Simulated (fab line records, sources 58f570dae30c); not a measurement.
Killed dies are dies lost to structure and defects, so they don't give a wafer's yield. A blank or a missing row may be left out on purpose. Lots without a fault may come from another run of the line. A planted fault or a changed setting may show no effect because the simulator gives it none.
Which tool did it? | flow berkeley_cmos170 | 7 lots, 21 wafers sampled, at 2 steps of a route of 331

WHAT THE GAUGES READ, wafer by wafer
UCB170_M2_RS_MEAS_02: measures by four-point-probe.
lot  | measured     | on            | M2_AL_RS (ohm/sq)
L302 | day 7 12:31  | film_metro-04 | 0.03188 0.03187 0.03211
L304 | day 8 00:47  | film_metro-04 | 0.03219 0.03187 0.03204
L310 | day 9 21:38  | film_metro-01 | 0.03219 0.0321 0.03199
L312 | day 10 01:32 | film_metro-02 | 0.02902 0.0324 0.02895
L317 | day 11 15:04 | film_metro-02 | 0.03168 0.03192 0.03178
L321 | day 11 17:37 | film_metro-04 | 0.03199 0.03194 0.03204
L323 | day 12 09:25 | film_metro-01 | 0.0327 0.03249 0.03242

WHICH TOOL RAN EACH LOT (tool, then ch and the chambers of the sampled wafers, then the start)
lot  | UCB170_M2_SPUTTER_01
L302 | pvd_sputter-01, day 7 12:26
L304 | pvd_sputter-03, day 8 00:40
L310 | pvd_sputter-03, day 9 21:31
L312 | pvd_sputter-01, day 10 01:25
L317 | pvd_sputter-03, day 11 14:59
L321 | pvd_sputter-03, day 11 17:32
L323 | pvd_sputter-02, day 12 09:19
- UCB170_M2_SPUTTER_01: material Al, target thk 900 nm, time 120 s.

THE ANSWER, worked out from the rows above alone
Rule: what is usual is taken from the lots themselves. Put in order of their means at a reading, lots are off if they are a third of the lots or fewer, leave a main group of 4 or more, and stand apart from it by a gap of 3 or more times the standard deviation of the main group's means; of several such gaps the widest counts. A main group whose means are all the same, to the digits that the tables above print for the reading, isn't used. A lot without any number at a reading at which 4 lots or more have one is off too. The other lots that the step has rows for count as sound.
Off: L312, at UCB170_M2_RS_MEAS_02 (M2_AL_RS). The main group: mean 0.03207 ohm/sq, standard deviation 0.00023.
A tool fits if, at a process step before that reading, it ran every lot that is off, and no sound lot after the first of them. The gauges at UCB170_M2_RS_MEAS_02 are tried like those tools. One fits: pvd_sputter-01 at UCB170_M2_SPUTTER_01. Its last sound lot is L302 (day 7 12:26), its first lot that is off L312 (day 10 01:25): a fault that began between those two fits.

WHAT THE SIMULATOR HAD PUT IN
Process parameter drift: pvd_sputter-01, from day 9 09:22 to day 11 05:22, at UCB170_M2_SPUTTER_01. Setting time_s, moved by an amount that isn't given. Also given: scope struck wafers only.
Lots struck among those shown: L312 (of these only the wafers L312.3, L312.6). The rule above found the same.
